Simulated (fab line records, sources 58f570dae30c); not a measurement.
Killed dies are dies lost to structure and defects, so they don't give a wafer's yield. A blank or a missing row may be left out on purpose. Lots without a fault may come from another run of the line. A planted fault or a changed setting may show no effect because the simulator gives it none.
One fault seen from 2 desks | flow berkeley_cmos170 | each desk has only its own numbers; what lay behind them comes last

THE METROLOGY DESK
What the gauges read, lot by lot, whatever tool the lot ran on: means of the sampled wafers that have a number. A lot is out of limits, marked OUT, if its mean lies more than 4 standard deviations from the usual mean; the brackets give that distance.
Columns: A = PVT_OVL at UCB170_PVT_OVL_MEAS_06, usual 3 nm; B = PSD_TW at UCB170_PSD_TW_MEAS_10, usual 2326; C = cd_nm at UCB170_V2_CD_MEAS_12, usual 699.7 nm
lot  | first seen here | A   | B    | C
L725 | day 4 18:10     | 0   | 2280 | 700.8
L726 | day 5 11:17     | 1   | 2344 | 701.4
L727 | day 5 11:32     | 4   | 2335 | 699.4
L728 | day 5 14:53     | 4   | 2297 | 699.4
L730 | day 6 08:17     | 10  | 2345 | 700.3
L731 | day 6 08:31     | -9  | 2303 | 699.7
L732 | day 6 13:46     | 6   | 2339 | 700.1
L733 | day 7 07:32     | 3   | 2334 | 698.0
L734 | day 7 07:53     | -8  | 2333 | 697.6
L735 | day 7 14:22     | 3   | 2331 | 700.4
L738 | day 8 01:29     | -10 | 2300 | 699.3
L740 | day 8 11:23     | 5   | 2299 | 699.8
L739 | day 8 11:42     | 5   | 2300 | 699.0
L742 | day 8 23:20     | 7   | 2352 | 700.0
L741 | day 8 23:58     | 6   | 2342 | 699.9
L748 | day 10 06:38    | 7   | 2347 | 698.4
This desk's finding: nothing out of limits on any of the 16 lots.

THE TOOL OWNER'S DESK: furnace-02
The tool's own readings at UCB170_GATE_ANNEAL_03 (time 1800 s): means of the sampled wafers that have a number, for each lot that ran on this tool. A lot is out of limits, marked OUT, if its mean lies more than 4 standard deviations from the usual mean; the brackets give that distance.
Columns: A = spike_tc_centre_C at UCB170_GATE_ANNEAL_03, usual 902.4 C; B = spike_tc_load_C at UCB170_GATE_ANNEAL_03, usual 924.8 C; C = spike_tc_source_C at UCB170_GATE_ANNEAL_03, usual 923.3 C; D = tube_center_temp_C at UCB170_GATE_ANNEAL_03, usual 900 C; E = tube_center_temp_C_max at UCB170_GATE_ANNEAL_03, usual 902.3; F = zone_power_centre_pct at UCB170_GATE_ANNEAL_03, usual 41.2 %
lot  | first seen here | A                | B     | C     | D                     | E               | F
L738 | day 8 07:13     | 901.2            | 921.4 | 920.9 | 900                   | 901.9           | 40.2
L739 | day 8 18:10     | 912.7 (+7.9) OUT | 932.3 | 931.5 | 910 (+99 or more) OUT | 912.1 (+25) OUT | 40.5
L740 | day 8 18:10     | 909.7 (+5.6) OUT | 932.9 | 930.9 | 910 (+99 or more) OUT | 912.4 (+26) OUT | 40.3
L741 | day 9 07:50     | 912.2 (+7.6) OUT | 932.5 | 931.7 | 910 (+99 or more) OUT | 912.4 (+26) OUT | 40.2
L742 | day 9 07:50     | 912.9 (+8.1) OUT | 932.8 | 931.8 | 910 (+99 or more) OUT | 912.2 (+25) OUT | 40.4
This desk's finding: out of limits on L739, L740, L741, L742; first on L739, day 8 18:10 (spike_tc_centre_C at UCB170_GATE_ANNEAL_03). In limits: L738.

PUT TOGETHER
The tool owner's desk could have raised an alarm at day 8 18:10, on L739, L740, L741, L742.
The metrology desk saw nothing out of limits.
The metrology desk has L739, L740, L741, L742 on record, within its limits.
Of the lots named, all ran UCB170_GATE_ANNEAL_03 on furnace-02.

WHAT THE SIMULATOR HAD PUT IN
Process parameter drift: furnace-02, from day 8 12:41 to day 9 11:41, at UCB170_GATE_ANNEAL_03. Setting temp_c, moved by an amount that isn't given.
Lots struck among those shown: L739, L740, L741, L742.
Hours from the fault's start to each desk's first reading out of limits: the tool owner's desk, 5.
